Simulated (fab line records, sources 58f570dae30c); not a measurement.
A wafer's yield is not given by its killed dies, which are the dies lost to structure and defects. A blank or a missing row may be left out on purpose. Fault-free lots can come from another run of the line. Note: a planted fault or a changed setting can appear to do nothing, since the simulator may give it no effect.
Split-lot trial | flow berkeley_cmos170 | on a route of 331 steps: 5 lots, 23 wafers read

== ABOUT THE SPLIT ==
At UCB170_ACTIVE_OXIDATION_02 (target thk 26.4 nm, ox time 1260 s), the setting temp_c was moved away from the recipe's 1000 C on 10 of the 23 wafers read, by -1.3% to +1.0%. All remaining wafers had this setting at the recipe value.

The file shows no step between the split and the reading.

== THE READING ==
ACTIVE_OXIDE_THK (nm), taken at UCB170_ACTIVE_THK_MEAS_03. Fault-free wafers of this fab line usually give 26.3 nm, standard deviation 0.38 nm.

wafer  | tool, chamber at the split | temp_c as run, C | against the recipe | ACTIVE_OXIDE_THK, nm | against lot-mates on the recipe
L076.1 | -, -                       | 986.8            | -1.3%              | 23.4                 | no lot-mate on the recipe
L076.2 | -, -                       | 986.8            | -1.3%              | 24.0                 | no lot-mate on the recipe
L076.4 | -, -                       | 986.8            | -1.3%              | 23.2                 | no lot-mate on the recipe
L076.5 | -, -                       | 986.8            | -1.3%              | 23.4                 | no lot-mate on the recipe
L076.6 | -, -                       | 986.8            | -1.3%              | 23.5                 | no lot-mate on the recipe
L079.1 | -, -                       | 1010             | +1.0%              | 29.3                 | no lot-mate on the recipe
L079.3 | -, -                       | 1010             | +1.0%              | 29.0                 | no lot-mate on the recipe
L079.4 | -, -                       | 1010             | +1.0%              | 28.6                 | no lot-mate on the recipe
L079.5 | -, -                       | 1010             | +1.0%              | 28.7                 | no lot-mate on the recipe
L079.6 | -, -                       | 1010             | +1.0%              | 28.6                 | no lot-mate on the recipe
L077.1 | -, -                       | 1000             | recipe             | 26.5                 | -
L077.2 | -, -                       | 1000             | recipe             | 26.4                 | -
L077.3 | -, -                       | 1000             | recipe             | 26.7                 | -
L077.4 | -, -                       | 1000             | recipe             | 26.6                 | -
L077.6 | -, -                       | 1000             | recipe             | 26.2                 | -
L081.1 | -, -                       | 1000             | recipe             | 26.6                 | -
L081.2 | -, -                       | 1000             | recipe             | 26.3                 | -
L081.3 | -, -                       | 1000             | recipe             | 26.5                 | -
L081.5 | -, -                       | 1000             | recipe             | 26.8                 | -
L081.6 | -, -                       | 1000             | recipe             | 26.8                 | -
L083.1 | furnace-04, 0              | 1000             | recipe             | 25.4                 | -
L083.2 | furnace-04, 0              | 1000             | recipe             | 25.5                 | -
L083.5 | furnace-04, 0              | 1000             | recipe             | 25.3                 | -

FIT RESULTS
A straight line over all 23 wafers: ACTIVE_OXIDE_THK changes by +2.28 nm for each +1% of temp_c; r = +0.97; the points scatter about the line by 0.46 nm.
Too few moved wafers have a lot-mate on the recipe to fit a line with each lot's own level taken away.

== THE WHOLE CHAIN: every reading that the file lists as answering this split, in the file's order ==
step                       | what it does                       | reading                                                                             | change (the file's fit)              | r (the file's)
UCB170_ACTIVE_OXIDATION_02 | target thk 26.4 nm, ox time 1260 s | SiO2_of_ACTIVE_OXIDATION_02.thk_nm (the simulator's own value, which no gauge read) | +2.28 nm for each +1% of the setting | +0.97
UCB170_ACTIVE_THK_MEAS_03  |                                    | ACTIVE_OXIDE_THK                                                                    | +2.29 for each +1% of the setting    | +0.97

== THE FILE'S OWN FIT ==
ACTIVE_OXIDE_THK changes by +2.29 nm for each +1% of temp_c, r = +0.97.
